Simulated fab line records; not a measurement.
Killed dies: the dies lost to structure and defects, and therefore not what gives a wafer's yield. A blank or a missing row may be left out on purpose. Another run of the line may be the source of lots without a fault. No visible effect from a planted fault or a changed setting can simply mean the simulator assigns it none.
What tool caused it? | flow ritCmos | 45 wafers from 15 lots sampled at 3 of the route's 202 steps

## WHAT THE GAUGES SHOWED, per wafer
RIT_ACTIVE_THK_MEAS_02. Usual: for ACTIVE_OXIDE_THK the level is 47.0 nm and the standard deviation is 0.82.
lot  | measured    | on           | ACTIVE_OXIDE_THK (nm) | flag
L806 | day 1 12:52 | filmMetro-02 | 47.0 46.7 47.0        | 
L807 | day 1 17:23 | filmMetro-04 | 48.4 47.9 47.9        | 
L808 | day 1 22:04 | filmMetro-03 | 46.9 46.3 47.2        | 
L809 | day 2 03:38 | filmMetro-02 | 46.9 46.7 47.4        | 
L810 | day 2 08:37 | filmMetro-03 | 48.0 48.1 48.7        | 
L811 | day 2 13:20 | filmMetro-04 | 47.2 47.8 47.1        | 
L820 | day 4 11:02 | filmMetro-02 | 46.9 46.7 46.0        | 
L822 | day 4 20:04 | filmMetro-04 | 46.7 47.6 46.9        | 
L823 | day 5 01:24 | filmMetro-02 | 46.7 46.0 46.0        | 
L824 | day 5 06:23 | filmMetro-04 | 46.9 46.7 45.9        | 
L825 | day 5 11:03 | filmMetro-04 | 45.7 45.1 45.7        | 
L826 | day 5 16:03 | filmMetro-03 | 48.1 47.2 47.1        | 
L827 | day 5 21:16 | filmMetro-02 | 48.2 48.0 48.2        | 
L828 | day 6 02:57 | filmMetro-02 | 47.1 45.8 45.6        | 
L829 | day 6 07:04 | filmMetro-04 | 48.0 46.5 47.7        | 

RIT_CONTACT_CD_MEAS_08: target cd 1000 nm. Usual: cdNm 999.5 nm, standard deviation 2.1.
lot  | measured    | on       | cdNm (nm)            | flag
L806 | day 3 07:29 | cdSem-01 | 999.4 999.7 1000.3   | 
L807 | day 3 10:15 | cdSem-02 | 1000.2 1000.3 999.7  | 
L808 | day 3 15:14 | cdSem-01 | 1002.0 998.9 1002.1  | 
L809 | day 3 23:19 | cdSem-02 | 998.1 998.0 999.9    | 
L810 | day 4 01:30 | cdSem-02 | 1003.2 1002.9 1003.7 | 
L811 | day 4 12:01 | cdSem-02 | 998.8 996.8 996.9    | 
L820 | day 6 04:37 | cdSem-01 | 999.5 999.8 999.8    | 
L822 | day 6 12:30 | cdSem-02 | 1000.0 1000.3 999.4  | 
L823 | day 6 18:01 | cdSem-02 | 998.9 997.5 995.5    | 
L824 | day 7 00:18 | cdSem-02 | 1001.0 1000.4 1000.5 | 
L825 | day 7 07:58 | cdSem-02 | 999.2 1000.7 1001.5  | 
L826 | day 7 13:32 | cdSem-02 | 995.2 995.2 996.1    | 
L827 | day 7 14:59 | cdSem-02 | 1001.5 1002.0 999.6  | 
L828 | day 7 20:09 | cdSem-02 | 1003.1 1004.3 1002.8 | 
L829 | day 8 04:37 | cdSem-02 | 998.3 996.3 997.7    | 

## WHICH TOOL RAN EACH LOT (tool, then ch and the chambers of the sampled wafers, then the start)
lot  | RIT_NLDD_SOFTBAKE_02
L806 | lithoTrack-03 ch 0, day 2 20:34
L807 | lithoTrack-03 ch 0, day 2 23:25
L808 | lithoTrack-03 ch 0, day 3 04:02
L809 | lithoTrack-03 ch 0, day 3 12:07
L810 | lithoTrack-03 ch 0, day 3 14:03
L811 | lithoTrack-03 ch 0, day 4 00:56
L820 | lithoTrack-04 ch 0, day 5 17:23
L822 | lithoTrack-01 ch 0, day 6 01:32
L823 | lithoTrack-04 ch 0, day 6 06:46
L824 | lithoTrack-03 ch 0, day 6 13:19
L825 | lithoTrack-04 ch 0, day 6 20:38
L826 | lithoTrack-01 ch 0, day 7 02:11
L827 | lithoTrack-03 ch 0, day 7 03:47
L828 | lithoTrack-04 ch 0, day 7 09:09
L829 | lithoTrack-04 ch 0, day 7 17:45
- RIT_NLDD_SOFTBAKE_02: time 60 s.

## AS READ BY THE TOOLS THEMSELVES (means over the sampled wafers that have a number; for cases with no such wafer, the mark the record gives instead)
RIT_NLDD_SOFTBAKE_02. Usual: heaterPowerTotalW 34.56 W, standard deviation 0.051; plateTempC 90.01 C, standard deviation 0.13.
lot  | tool          | heaterPowerTotalW (W) | plateTempC (C) | flag
L806 | lithoTrack-03 | 34.63                 | 89.78          | 
L807 | lithoTrack-03 | 34.50                 | 90.00          | 
L808 | lithoTrack-03 | 34.55                 | 90.08          | 
L809 | lithoTrack-03 | 36.70                 | 93.91          | OFF
L810 | lithoTrack-03 | 36.71                 | 93.78          | OFF
L811 | lithoTrack-03 | 36.67                 | 93.88          | OFF
L820 | lithoTrack-04 | 34.56                 | 89.83          | 
L822 | lithoTrack-01 | 34.55                 | 90.05          | 
L823 | lithoTrack-04 | 34.56                 | 89.92          | 
L824 | lithoTrack-03 | 34.55                 | 90.12          | 
L825 | lithoTrack-04 | 34.51                 | 89.93          | 
L826 | lithoTrack-01 | 34.56                 | 89.91          | 
L827 | lithoTrack-03 | 34.60                 | 90.07          | 
L828 | lithoTrack-04 | 34.62                 | 90.01          | 
L829 | lithoTrack-04 | 34.57                 | 90.13          | 

## THE ANSWER, worked out from the rows above alone
Rule: a lot counts as off when the mean over its wafers that have a number is more than 3 standard deviations away from the usual mean. Also off: a lot with no number at a reading for which 4 or more lots have one. Where the step has rows for the other lots, those lots are counted as sound. The gauges are gone through in route order, then the tools' own readings, and for those a lot's mean is taken as printed above. At the first step where some lot is off, the reading lying furthest off is the one used; lots without a number count as furthest.
Off at RIT_NLDD_SOFTBAKE_02 (heaterPowerTotalW): L809, L810, L811.
A tool fits if, at that step or a process step before it, it ran every lot that is off, and no sound lot after the first of them. Not one of the candidates tried fits.

## WHAT HAD BEEN PUT IN BY THE SIMULATOR
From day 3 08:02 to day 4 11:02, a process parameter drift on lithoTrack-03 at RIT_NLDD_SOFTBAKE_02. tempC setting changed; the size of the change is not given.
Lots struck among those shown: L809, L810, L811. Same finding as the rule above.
